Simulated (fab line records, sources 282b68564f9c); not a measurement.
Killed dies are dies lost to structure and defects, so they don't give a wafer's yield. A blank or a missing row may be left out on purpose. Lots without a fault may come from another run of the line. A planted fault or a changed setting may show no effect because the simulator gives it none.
fab line records | flow rit_cmos
record lots=6 wafers=18 last_day=8
route steps=202 shown ACTIVE@1 FOX1@20 FOX2@23 M1@202
lots that met no fault: from a run of the same line without faults
start_h: hours from the record's first day to the start of the lot's first wafer shown | wait_h: hours since the lot's step before | " the same as in the row above | L1.1+2: a row that stands for several wafers | - no value, or no start given | * or withheld: withheld | < > ~ a bound
route shown NAME@n: a module of which the file shows steps, and the number in the route of the first | usual: mean/standard deviation of fault-free wafers | same: alike in all rows | chamber/n: place in a boat | sites: the reading at each site | _std_site: their standard deviation | _edge_site: outer sites' mean less inner sites' | radius_mm: how far each site lies from the wafer's centre | mask NAME#n: copy n | behind: the tool/chamber that last shaped the wafer | hold: why the lot was held/for how many hours/how that ended | device: the transistor (n, p or np) that didn't switch | end of line: the same wafers' tests at the end of the route | a step without rows: its recipe alone | killed: dies lost to structure and defects at the first sort, not the wafer's yield | map: a wafer's dies, x killed, . not, _ none there
set.NAME: the setting as run; set.NAME@STEP: as run at that earlier step | model.NAME: the simulator's own value behind a step, which no gauge read
lots at some steps of the route; a table a step, a row a wafer
services: from which hour (start_h, from the record's first day; less than 0 if before it) a tool's chamber was out of use, for how many hours, and why
## steps
# step RIT_ACTIVE_BOW_MEAS_00
# recipe mode=bow
# usual INCOMING_BOW=0/6.9
# columns lot.wafer tool chamber start_h wait_h INCOMING_BOW[um]
L527.1 film_metro-03 - 50.00 - -13
L527.3 " - " " -10
L527.5 " - " " 0
L529.1 film_metro-04 - 60.00 - -5
L529.2 " - " " -12
L529.5 " - " " -4
L530.1 film_metro-03 - 65.00 - -1
L530.3 " - " " -3
L530.5 " - " " 6
L533.1 film_metro-03 - 80.00 - 0
L533.2 " - " " 2
L533.5 " - " " 8
L541.1 film_metro-03 - 120.00 - 5
L541.4 " - " " 3
L541.5 " - " " -4
L542.1 film_metro-02 - 125.00 - 0
L542.4 " - " " 10
L542.6 " - " " 11
# step RIT_ACTIVE_OXIDATION_01
# recipe temp_c=1000 ambient=O2 target_thk_a=468 ox_time_s=3360
# usual spike_tc_centre_C=1002.0/1.5 spike_tc_load_C=1024.3/3 spike_tc_source_C=1024.4/1.7 tube_center_temp_C=999.98/0.084 tube_center_temp_C_max=1002.6/0.45 zone_power_centre_pct=45.6/0.55 zone_power_load_pct=35.3/0.69
# same ox_time_s=3360
# columns lot.wafer tool chamber start_h wait_h spike_tc_centre_C spike_tc_load_C spike_tc_source_C tube_center_temp_C tube_center_temp_C_max zone_power_centre_pct zone_power_load_pct model.SiO2_of_ACTIVE_OXIDATION_01.thk_nm
L527.1 furnace-04 0 52.14 2.1 1000.2 1020.2 1023.4 1000 1002.5 45.9 35.7 45.04
L527.3 " 0 " " 1001.9 1022.0 1023.1 1000.1 1002.4 45.4 35.8 45.52
L527.5 " 0 " " 999.4 1022.9 1022.9 999.94 1002.5 46.7 35.6 43.99
L529.1 furnace-04 0 60.48 0.5 1002.1 1021.6 1022.7 999.96 1003.4 45.7 35.7 46.21
L529.2 " 0 " " 1000.5 1021.9 1022.0 1000 1003.2 45.8 36.3 45.7
L529.5 " 0 " " 1000.8 1021.4 1024.5 1000 1002.7 46.4 35.4 45.26
L530.1 furnace-01 0 66.41 1.4 1001.5 1026.8 1026.9 1000.1 1002.6 45.3 34.4 47.33
L530.3 " 0 " " 1001.2 1028.5 1025.6 999.83 1002.2 45.9 34.9 47.55
L530.5 " 0 " " 1002.9 1027.9 1027.4 1000.1 1002.8 45.6 34.6 47.44
L533.1 furnace-03 0 83.45 3.4 1003.3 1024.7 1023.6 999.99 1002.6 45.2 35.9 47.48
L533.2 " 0 " " 1002.5 1024.6 1023.3 1000.1 1003.3 44.6 36.3 46.9
L533.5 " 0 " " 1002.7 1025.4 1024.6 999.9 1003.2 45.1 36.3 46.5
L541.1 furnace-01 0 123.24 3.2 961.4 986.8 985.7 960.01 962.6 43.6 31.3 32.23
L541.4 " 0 " " 962.0 986.7 984.9 960.1 963.1 43.6 32.0 31.73
L541.5 " 0 " " 963.0 989.5 986.3 960.03 962.5 43.5 31.7 31.73
L542.1 furnace-01 0 128.88 3.9 961.2 987.0 984.9 960.07 962.5 43.0 31.5 32.77
L542.4 " 0 " " 962.8 988.1 987.1 960.08 962.5 42.9 31.7 32.43
L542.6 " 0 " " 961.1 988.9 986.9 959.95 962.6 43.6 31.8 31.46
# step RIT_ACTIVE_THK_MEAS_02
# recipe reads=SiO2_of_ACTIVE_OXIDATION_01
# usual ACTIVE_OXIDE_THK=46.6/1
# columns lot.wafer tool chamber start_h wait_h ACTIVE_OXIDE_THK[nm]
L527.1 film_metro-02 - 54.07 0.0 45.0
L527.3 " - " " 45.5
L527.5 " - " " 44.0
L529.1 film_metro-03 - 62.42 0.0 46.2
L529.2 " - " " 45.7
L529.5 " - " " 45.2
L530.1 film_metro-02 - 68.34 0.0 47.3
L530.3 " - " " 47.6
L530.5 " - " " 47.5
L533.1 film_metro-03 - 85.38 0.0 47.5
L533.2 " - " " 47.0
L533.5 " - " " 46.5
L541.1 film_metro-03 - 125.18 0.0 32.3
L541.4 " - " " 31.7
L541.5 " - " " 31.8
L542.1 film_metro-02 - 130.81 0.0 32.8
L542.4 " - " " 32.4
L542.6 " - " " 31.4
# step RIT_ACTIVE_CVD_03
# recipe material=Si3N4 target_thk_nm=150 temp_c=810 precursor=SiH2Cl2/NH3 time_s=1500 pressure_mtorr=300 sih2cl2_flow_sccm=60 nh3_flow_sccm=150
# step RIT_ACTIVE_THK_MEAS_04
# recipe reads=Si3N4_of_ACTIVE_CVD_03
# usual ACTIVE_NITRIDE_THK=149.2/1.5
# columns lot.wafer tool chamber start_h wait_h ACTIVE_NITRIDE_THK[nm]
L527.1 film_metro-03 - 55.55 0.0 150.7
L527.3 " - " " 150.4
L527.5 " - " " 150.2
L529.1 film_metro-02 - 63.89 0.0 149.7
L529.2 " - " " 148.7
L529.5 " - " " 149.1
L530.1 film_metro-02 - 69.82 0.0 147.4
L530.3 " - " " 148.9
L530.5 " - " " 147.7
L533.1 film_metro-03 - 86.86 0.0 147.1
L533.2 " - " " 147.0
L533.5 " - " " 148.6
L541.1 film_metro-04 - 127.36 0.0 151.7
L541.4 " - " " 150.1
L541.5 " - " " 151.0
L542.1 film_metro-04 - 132.29 0.0 149.7
L542.4 " - " " 150.2
L542.6 " - " " 150.8
# step RIT_ACTIVE_HMDS_05
# recipe prime_time_s=60 prime_temp_c=140
# step RIT_ACTIVE_COAT_06
# recipe resist=NOVOLAK spin_rpm=3250 resist_thk_nm=1000
# step RIT_ACTIVE_SOFTBAKE_07
# recipe resist=NOVOLAK temp_c=90 time_s=60
# step RIT_ACTIVE_EXPOSE_08
# recipe mask_id=M1 na=0.6 source_shape=conventional sigma_outer=0.6 target_cd_nm=1400 dose_mj=225
# step RIT_ACTIVE_PEB_09
# recipe resist=NOVOLAK temp_c=withheld time_s=withheld
# step RIT_ACTIVE_DEVELOP_10
# recipe resist=NOVOLAK develop_time_s=50 dev_temp_c=23
# step RIT_ACTIVE_CD_MEAS_11
# recipe target_cd_nm=1400
# usual cd_nm=1400.3/2.2
# columns lot.wafer tool chamber start_h wait_h cd_nm
L527.1 cd_sem-02 - 56.58 - 1397.2
L527.3 " - " " 1396.8
L527.5 " - " " 1400.1
L529.1 cd_sem-01 - 65.10 - 1400.7
L529.2 " - " " 1401.8
L529.5 " - " " 1400.4
L530.1 cd_sem-02 - 70.73 - 1399.6
L530.3 " - " " 1399.3
L530.5 " - " " 1401.7
L533.1 cd_sem-01 - 87.77 - 1401.6
L533.2 " - " " 1403.5
L533.5 " - " " 1405.8
L541.1 cd_sem-01 - 128.27 - 1398.3
L541.4 " - " " 1396.7
L541.5 " - " " 1399.7
L542.1 cd_sem-01 - 133.20 - 1398.1
L542.4 " - " " 1398.8
L542.6 " - " " 1400.4
# step RIT_ACTIVE_HARDBAKE_12
# recipe resist=NOVOLAK temp_c=140 time_s=60
# step RIT_ACTIVE_ETCH_13
# recipe stop_on=SiO2 chemistry=SF6 target=Si3N4 time_s=210 over_etch_frac=0.4 SF6_flow_sccm=200 pressure_mtorr=260 rf_w=125 target_depth_a=2100
# usual drypump_motor_current_A=5.6/0.57 oes_product_au=0.816/0.014 throttle_valve_pct=7.48/0.12
# columns lot.wafer tool chamber start_h wait_h drypump_motor_current_A oes_product_au rf_hours_counter_h throttle_valve_pct
L527.1 rie_diel-01 3 56.85 0.1 5.9 0.811 36 7.32
L527.3 " 1 " " 4.8 0.797 6 7.59
L527.5 " 1 " " 4.8 0.798 - 7.60
L529.1 rie_diel-04 0 65.48 0.1 5.5 0.829 112 7.52
L529.2 " 3 " " 5.4 0.829 40 7.39
L529.5 " 3 " " 5.4 0.824 - 7.38
L530.1 rie_diel-01 1 71.00 0.1 4.8 0.787 7 7.61
L530.3 " 2 " " 6.8 0.816 118 7.61
L530.5 " 2 " " 6.8 0.805 - 7.63
L533.1 rie_diel-01 0 88.04 0.1 5.4 0.814 3 7.40
L533.2 " 3 " " 5.9 0.803 37 7.34
L533.5 " 2 " " 6.8 0.809 - 7.63
L541.1 rie_diel-04 2 128.54 0.1 6.1 0.830 1 7.50
L541.4 " 0 " " 5.5 0.834 113 7.52
L541.5 " 3 " " 5.4 0.823 - 7.40
L542.1 rie_diel-01 0 133.47 0.1 5.4 0.832 3 7.40
L542.4 " 3 " " 5.9 0.794 38 7.35
L542.6 " 1 " " 4.8 0.798 - 7.61
# step RIT_ACTIVE_STRIP_14
# recipe chemistry=O2 time_s=180 resist=NOVOLAK platen_temp_c=withheld power_w=500 pressure_mtorr=4000 o2_flow_sccm=4000
# usual drypump_motor_current_A=5.6/0.46
# columns lot.wafer tool chamber start_h wait_h drypump_motor_current_A rf_hours_counter_h
L527.1 plasma_asher-02 1 56.98 0.1 5.7 40
L527.3 " 1 " " 5.6 -
L527.5 " 1 " " 5.6 -
L529.1 plasma_asher-01 1 65.62 0.1 6.0 38
L529.2 " 0 " " 4.7 38
L529.5 " 1 " " 6.0 -
L530.1 plasma_asher-01 0 71.14 0.1 4.7 39
L530.3 " 0 " " 4.7 -
L530.5 " 0 " " 4.8 -
L533.1 plasma_asher-01 1 88.17 0.1 6.0 41
L533.2 " 0 " " 4.8 41
L533.5 " 1 " " 6.0 -
L541.1 plasma_asher-04 1 128.68 0.1 5.9 1
L541.4 " 1 " " 5.9 -
L541.5 " 0 " " 5.8 -
L542.1 plasma_asher-02 0 133.60 0.1 5.8 46
L542.4 " 1 " " 5.6 -
L542.6 " 0 " " 5.8 -
# step RIT_ACTIVE_CD_MEAS_90
# recipe target_cd_nm=1400
# usual cd_nm=1400.2/2.1
# columns lot.wafer tool chamber start_h wait_h cd_nm
L527.1 cd_sem-01 - 57.16 0.1 1397.2
L527.3 " - " " 1397.2
L527.5 " - " " 1400.1
L529.1 cd_sem-01 - 65.79 0.1 1400.8
L529.2 " - " " 1401.8
L529.5 " - " " 1400.3
L530.1 cd_sem-01 - 71.31 0.1 1400.1
L530.3 " - " " 1399.3
L530.5 " - " " 1401.8
L533.1 cd_sem-01 - 88.35 0.1 1401.8
L533.2 " - " " 1403.5
L533.5 " - " " 1406.2
L541.1 cd_sem-01 - 128.85 0.1 1398.1
L541.4 " - " " 1396.7
L541.5 " - " " 1399.2
L542.1 cd_sem-01 - 133.78 0.1 1398.4
L542.4 " - " " 1398.7
L542.6 " - " " 1400.1
# step RIT_ACTIVE_CLEAN_15
# recipe chemistry=SC1 mix=3:3:50 time_s=600 temp_c=75
# step RIT_ACTIVE_CLEAN_16
# recipe chemistry=dHF dilution=50:1 time_s=30
# step RIT_ACTIVE_CLEAN_17
# recipe chemistry=SC2 mix=3:3:50 time_s=600 temp_c=75 dry=n2_spin
# step RIT_FOX1_OXIDATION_00
# recipe temp_c=1100 ambient=H2O target_thk_a=3507 p_h2o_torr=720 ox_time_s=1130
# step RIT_FOX1_THK_MEAS_01
# recipe reads=SiO2_of_FOX1_OXIDATION_00
# usual FOX1_OXIDE_THK=349/5.6
# columns lot.wafer tool chamber start_h wait_h FOX1_OXIDE_THK[nm]
L527.1 film_metro-04 - 58.99 0.0 341
L527.3 " - " " 342
L527.5 " - " " 342
L529.1 film_metro-01 - 69.65 0.0 345
L529.2 " - " " 352
L529.5 " - " " 352
L530.1 film_metro-01 - 73.11 0.0 339
L530.3 " - " " 339
L530.5 " - " " 342
L533.1 film_metro-02 - 90.15 0.0 336
L533.2 " - " " 342
L533.5 " - " " 337
L541.1 film_metro-01 - 133.69 0.0 353
L541.4 " - " " 355
L541.5 " - " " 356
L542.1 film_metro-01 - 138.25 0.0 356
L542.4 " - " " 351
L542.6 " - " " 352
# step RIT_FOX1_WET_ETCH_02
# recipe chemistry=BOE target_depth_nm=350 time_s=390 temp_c=21.5 dry=n2_spin dilution=10:1 target=SiO2
# step RIT_FOX2_OXIDATION_00
# recipe temp_c=1100 ambient=H2O target_thk_a=3507 p_h2o_torr=720 ox_time_s=1130
# step RIT_FOX2_THK_MEAS_01
# recipe reads=SiO2_of_FOX2_OXIDATION_00
# usual FOX2_OXIDE_THK=351/6.7
# columns lot.wafer tool chamber start_h wait_h FOX2_OXIDE_THK[nm]
L527.1 film_metro-01 - 60.48 0.0 347
L527.3 " - " " 351
L527.5 " - " " 348
L529.1 film_metro-03 - 71.49 0.0 346
L529.2 " - " " 349
L529.5 " - " " 347
L530.1 film_metro-01 - 74.60 0.0 347
L530.3 " - " " 358
L530.5 " - " " 351
L533.1 film_metro-01 - 93.37 0.0 359
L533.2 " - " " 354
L533.5 " - " " 357
L541.1 film_metro-04 - 136.94 0.0 355
L541.4 " - " " 363
L541.5 " - " " 354
L542.1 film_metro-04 - 145.38 0.0 357
L542.4 " - " " 357
L542.6 " - " " 354
# step RIT_FOX2_CLEAN_02
# recipe chemistry=dHF dilution=50:1 time_s=180
# step RIT_FOX2_WET_ETCH_03
# recipe chemistry=H3PO4 target=Si3N4 target_depth_nm=195 temp_c=165 time_s=2700
# columns lot.wafer tool chamber start_h wait_h model.SiO2_of_ACTIVE_OXIDATION_01.thk_nm
L527.1 wet_bench-01 1 60.60 0.0 38.96
L527.3 " 1 " " 39.99
L527.5 " 1 " " 38.65
L529.1 wet_bench-01 1 71.61 0.0 41.02
L529.2 " 1 " " 40.58
L529.5 " 1 " " 40.2
L530.1 wet_bench-03 3 74.73 0.0 41.49
L530.3 " 3 " " 41.89
L530.5 " 3 " " 41.8
L533.1 wet_bench-02 2 93.49 0.0 42.29
L533.2 " 2 " " 40.68
L533.5 " 2 " " 41.13
L541.1 wet_bench-01 3 137.06 0.0 28.26
L541.4 " 3 " " 28.13
L541.5 " 3 " " 28.15
L542.1 wet_bench-02 2 145.49 0.0 29.26
L542.4 " 2 " " 27.85
L542.6 " 2 " " 27.58
# step RIT_FOX2_THK_MEAS_90
# recipe reads=SiO2_of_FOX2_OXIDATION_00
# usual FIELD_OXIDE_LEFT_1_THK=323/6.8
# columns lot.wafer tool chamber start_h wait_h FIELD_OXIDE_LEFT_1_THK[nm]
L527.1 film_metro-01 - 61.36 0.0 319
L527.3 " - " " 323
L527.5 " - " " 321
L529.1 film_metro-03 - 72.36 0.0 318
L529.2 " - " " 321
L529.5 " - " " 319
L530.1 film_metro-04 - 75.48 0.0 320
L530.3 " - " " 331
L530.5 " - " " 325
L533.1 film_metro-04 - 94.24 0.0 332
L533.2 " - " " 327
L533.5 " - " " 330
L541.1 film_metro-03 - 137.88 0.0 328
L541.4 " - " " 335
L541.5 " - " " 326
L542.1 film_metro-03 - 146.32 0.0 330
L542.4 " - " " 329
L542.6 " - " " 327
# step RIT_M1_PROBE_99
# usual killed_at_front_end=6.6/2.7 killed_dies=6.7/2.7 killed_open=3.4/2 killed_short=3.2/1.8
# same gross_dies=264 killed_at_M0_to_M3=0 killed_at_M4_up=0 killed_at_back_side=0 killed_at_contacts=0 killed_at_other=0
# columns lot.wafer tool chamber start_h wait_h killed_at_front_end killed_dies killed_open killed_short model.etest.pldd.width_nm model.etest.nldd.width_nm model.etest.pplus_sal.width_nm model.etest.nplus_sal.width_nm model.etest.nmos_0p3.r_on_ohm_um model.etest.nmos_narrow.drive_ua_um model.etest.pmos_narrow.drive_ua_um model.etest.nmos_0p3.drive_ua_um
L527.1 prober-02 - 99.66 0.1 6 6 6 0 3177 3212 3470 3471 2148 228.1 103.9 223.4
L527.3 prober-02 - 99.76 0.2 4 4 1 3 3210 3203 3464 3458 2151 229 104 227.1
L527.5 prober-02 - 99.86 0.2 5 5 3 2 3200 3230 3480 3481 2149 232.1 105.2 224.7
L529.1 prober-02 - 113.21 0.1 9 9 5 3 3207 3195 3468 3458 2177 222.9 102.5 219.5
L529.2 prober-02 - 113.26 0.1 6 6 4 2 3181 3189 3458 3454 2172 219.5 101.6 219.1
L529.5 prober-02 - 113.41 0.2 11 11 3 7 3187 3188 3468 3462 2165 225.2 103.9 223.7
L530.1 prober-01 - 114.71 0.1 6 6 3 3 3182 3185 3438 3434 2230 214.7 99.62 214.6
L530.3 prober-01 - 114.81 0.2 2 2 1 1 3165 3159 3440 3431 2252 213.2 98.31 215.3
L530.5 prober-01 - 114.91 0.2 6 6 3 3 3164 3178 3446 3447 2243 216.1 101.3 215.1
L533.1 prober-02 - 139.97 0.1 13 13 6 5 3172 3156 3466 3463 2197 222 97.97 224.3
L533.2 prober-02 - 140.02 0.1 6 6 2 2 3177 3203 3464 3458 2229 222.4 97.45 220.1
L533.5 prober-02 - 140.17 0.2 7 7 1 5 3190 3176 3459 3461 2192 223.2 98.05 221.8
L541.1 prober-02 - 189.16 0.1 6 6 5 1 3310 3292 3549 3524 2127 265.3 116.5 238.5
L541.4 prober-02 - 189.31 0.2 5 5 2 3 3281 3296 3523 3527 2100 262.1 118.3 240.4
L541.5 prober-02 - 189.36 0.2 8 8 4 4 3291 3306 3547 3535 2126 262.8 116.8 236.2
L542.1 prober-01 - 195.09 0.1 6 6 2 4 3269 3275 3532 3515 2097 256.4 118.4 235.7
L542.4 prober-01 - 195.24 0.2 7 7 6 1 3304 3285 3520 3509 2105 255.9 117.7 233.8
L542.6 prober-01 - 195.34 0.2 6 6 4 2 3304 3318 3528 3543 2127 261.6 117.2 234
# killed by level:class
L527.1 GATE:geometric_particle:open=5 REOX:geometric_particle:open=1
L527.3 FOX2:geometric_particle:short=1 GATE:geometric_particle:short=1 SPACER:geometric_particle:open=1 SILICIDE:geometric_particle:short=1
L527.5 GATE:geometric_particle:short=2 FOX2:geometric_particle:open=1 GATE:geometric_particle:open=1 SILICIDE:geometric_particle:open=1
L529.1 FOX1:geometric_particle:open=2 GATE:geometric_particle:short=2 GATE:geometric_particle:open=1 REOX:geometric_particle:open=1 SPACER:geometric_particle:open=1 SILICIDE:geometric_particle:short=1 NSD:coat_microbubble_printed=1
L529.2 GATE:geometric_particle:open=3 FOX1:geometric_particle:short=1 SILICIDE:geometric_particle:short=1 SILICIDE:geometric_particle:open=1
L529.5 GATE:geometric_particle:short=4 FOX1:geometric_particle:short=2 GATE:geometric_particle:open=1 REOX:geometric_particle:open=1 SPACER:geometric_particle:open=1 SILICIDE:geometric_particle:short=1 NSD:coat_microbubble_printed=1
L530.1 GATE:geometric_particle:open=1 REOX:geometric_particle:short=1 REOX:geometric_particle:open=1 SPACER:geometric_particle:short=1 SILICIDE:geometric_particle:open=1 SILICIDE:geometric_particle:short=1
L530.3 GATE:geometric_particle:open=1 REOX:geometric_particle:short=1
L530.5 GATE:geometric_particle:open=2 GATE:geometric_particle:short=1 REOX:geometric_particle:open=1 REOX:geometric_particle:short=1 SILICIDE:geometric_particle:short=1
L533.1 GATE:geometric_particle:short=2 GATE:geometric_particle:open=2 REOX:geometric_particle:open=2 SPACER:geometric_particle:short=2 PSD:coat_microbubble_printed=2 FOX1:geometric_particle:open=1 FOX2:geometric_particle:short=1 SPACER:geometric_particle:open=1
L533.2 PSD:coat_microbubble_printed=2 FOX1:geometric_particle:short=1 GATE:geometric_particle:short=1 GATE:geometric_particle:open=1 REOX:geometric_particle:open=1
L533.5 SPACER:geometric_particle:short=3 GATE:geometric_particle:short=2 GATE:geometric_particle:open=1 PSD:coat_microbubble_printed=1
L541.1 GATE:geometric_particle:open=2 SPACER:geometric_particle:open=2 FOX1:geometric_particle:open=1 FOX2:geometric_particle:short=1
L541.4 ACTIVE:geometric_particle:short=1 GATE:geometric_particle:open=1 GATE:geometric_particle:short=1 SPACER:geometric_particle:open=1 SILICIDE:geometric_particle:short=1
L541.5 FOX1:geometric_particle:short=1 FOX2:geometric_particle:short=1 GATE:geometric_particle:open=1 GATE:geometric_particle:short=1 REOX:geometric_particle:open=1 SPACER:geometric_particle:short=1 SPACER:geometric_particle:open=1 SILICIDE:geometric_particle:open=1
L542.1 GATE:geometric_particle:open=2 SPACER:geometric_particle:short=2 FOX1:geometric_particle:short=1 GATE:geometric_particle:short=1
L542.4 GATE:geometric_particle:open=5 FOX1:geometric_particle:short=1 FOX1:geometric_particle:open=1
L542.6 FOX1:geometric_particle:open=3 REOX:geometric_particle:short=2 GATE:geometric_particle:open=1
## services
# columns tool chamber start_h hours kind
plasma_asher-02 - 30.61 0.4 repair
rie_diel-04 3 43.40 5.6 repair
rie_diel-04 2 63.99 - clean
rie_diel-04 2 63.99 14.8 scheduled_down
rie_diel-04 2 63.99 14.8 vent_cycle
rie_diel-04 - 78.62 0.8 repair
plasma_asher-02 - 83.87 14.6 pm
plasma_asher-01 - 103.33 0.4 repair
furnace-03 - 106.18 60.7 pm
plasma_asher-04 - 108.75 9.0 pm
plasma_asher-04 0 108.75 9.0 vent_cycle
plasma_asher-04 1 108.75 9.0 vent_cycle
plasma_asher-04 0 117.75 - clean
plasma_asher-04 1 117.75 - clean
## key
first_sign step=RIT_ACTIVE_OXIDATION_01 reading=tube_center_temp_C direction=down sigmas=99+ usual=* struck=*
effect step=RIT_ACTIVE_OXIDATION_01 reading=tube_center_temp_C_max direction=down sigmas=89 usual=* struck=*
effect step=RIT_ACTIVE_THK_MEAS_02 reading=ACTIVE_OXIDE_THK direction=down sigmas=14 usual=46.6 struck=32.0
model_effect step=RIT_ACTIVE_OXIDATION_01 value=SiO2_of_ACTIVE_OXIDATION_01.thk_nm without=45.84 struck=32.06
model_effect step=RIT_FOX2_WET_ETCH_03 value=SiO2_of_ACTIVE_OXIDATION_01.thk_nm without=40.47 struck=28.2
model_effect step=RIT_M1_PROBE_99 value=etest.pldd.width_nm without=3172 struck=3293
met_at RIT_ACTIVE_OXIDATION_01
struck_wafers L541.1,L541.4,L541.5,L542.1,L542.4,L542.6
tester_left_out L541,L542
onset_between 66.41 123.24
fault kind=process_parameter_drift tool=furnace-01 chamber=- onset_h=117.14 steps=RIT_ACTIVE_OXIDATION_01 channel=temp_c offset=* shape=step end_h=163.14 acts_in=* stated=*
# tester_left_out: of these lots the tester's yield and bins aren't shown, on N5 and GAA mostly nor the transistor test; their killed dies are dies lost to structure and defects alone, not to doping, threshold or leakage, so they don't give the yield
